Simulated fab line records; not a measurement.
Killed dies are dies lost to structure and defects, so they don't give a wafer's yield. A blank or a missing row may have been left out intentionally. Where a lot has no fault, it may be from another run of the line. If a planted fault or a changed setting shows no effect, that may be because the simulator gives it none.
Which tool is to blame? + flow berkeleyCmos170 + 7 lots, 21 wafers sampled, at 2 steps of a route of 331

== WHAT THE GAUGES READ, wafer by wafer ==
UCB170_PLDD_OVL_MEAS_07.
| lot  | measured     | on         | PLDD_OVL (nm) |
|------|--------------|------------|---------------|
| L943 | day 6 23:26  | overlay-01 | 2 4 -2        |
| L945 | day 8 00:11  | overlay-02 | 1 -2 11       |
| L948 | day 7 23:53  | overlay-01 | -5 -7 5       |
| L951 | day 8 16:53  | overlay-01 | 0 -2 -14      |
| L955 | day 9 17:55  | overlay-02 | -2 -2 -2      |
| L960 | day 11 05:15 | overlay-01 | 168 178 181   |
| L965 | day 12 04:12 | overlay-02 | 0 0 -3        |

== WHAT TOOL EACH LOT RAN ON (gives the tool, then ch and the chambers of the sampled wafers, and finally the start) ==
| lot  | UCB170_PLDD_EXPOSE_03            |
|------|----------------------------------|
| L943 | krfScanner-02 ch 0, day 6 22:48  |
| L945 | krfScanner-01 ch 0, day 7 23:06  |
| L948 | krfScanner-01 ch 0, day 7 22:26  |
| L951 | krfScanner-01 ch 0, day 8 16:22  |
| L955 | krfScanner-02 ch 0, day 9 17:10  |
| L960 | krfScanner-01 ch 0, day 11 04:09 |
| L965 | krfScanner-02 ch 0, day 12 03:11 |
- UCB170_PLDD_EXPOSE_03: exposes mask PSELECT, target cd 1200 nm.

== THE ANSWER, worked out from the rows above alone ==
Rule: usual is defined by the lots themselves. The widest of any qualifying gaps counts: lots, ordered by their means at a reading, are off when they make up no more than a third of the lots, leave a main group of 4 or more, and stand apart from it by 3 or more times the standard deviation of that group's means. The tables above print the reading to a certain number of digits; a main group whose means all agree to those digits is not used. A lot without any number at a reading at which 4 lots or more have one is off too. All remaining lots with rows at the step are treated as sound.
Off: L960, at UCB170_PLDD_OVL_MEAS_07 (PLDD_OVL). The main group: mean -1 nm, standard deviation 2.8.
A tool fits if, at a process step before that reading, it ran every lot that is off, and no sound lot after the first of them. Gauges at UCB170_PLDD_OVL_MEAS_07: tried the same way as those tools. This does not decide it: 2 tools fit, namely krfScanner-01 at UCB170_PLDD_EXPOSE_03 and overlay-01 at UCB170_PLDD_OVL_MEAS_07.

== WHAT THE SIMULATOR HAD PUT IN ==
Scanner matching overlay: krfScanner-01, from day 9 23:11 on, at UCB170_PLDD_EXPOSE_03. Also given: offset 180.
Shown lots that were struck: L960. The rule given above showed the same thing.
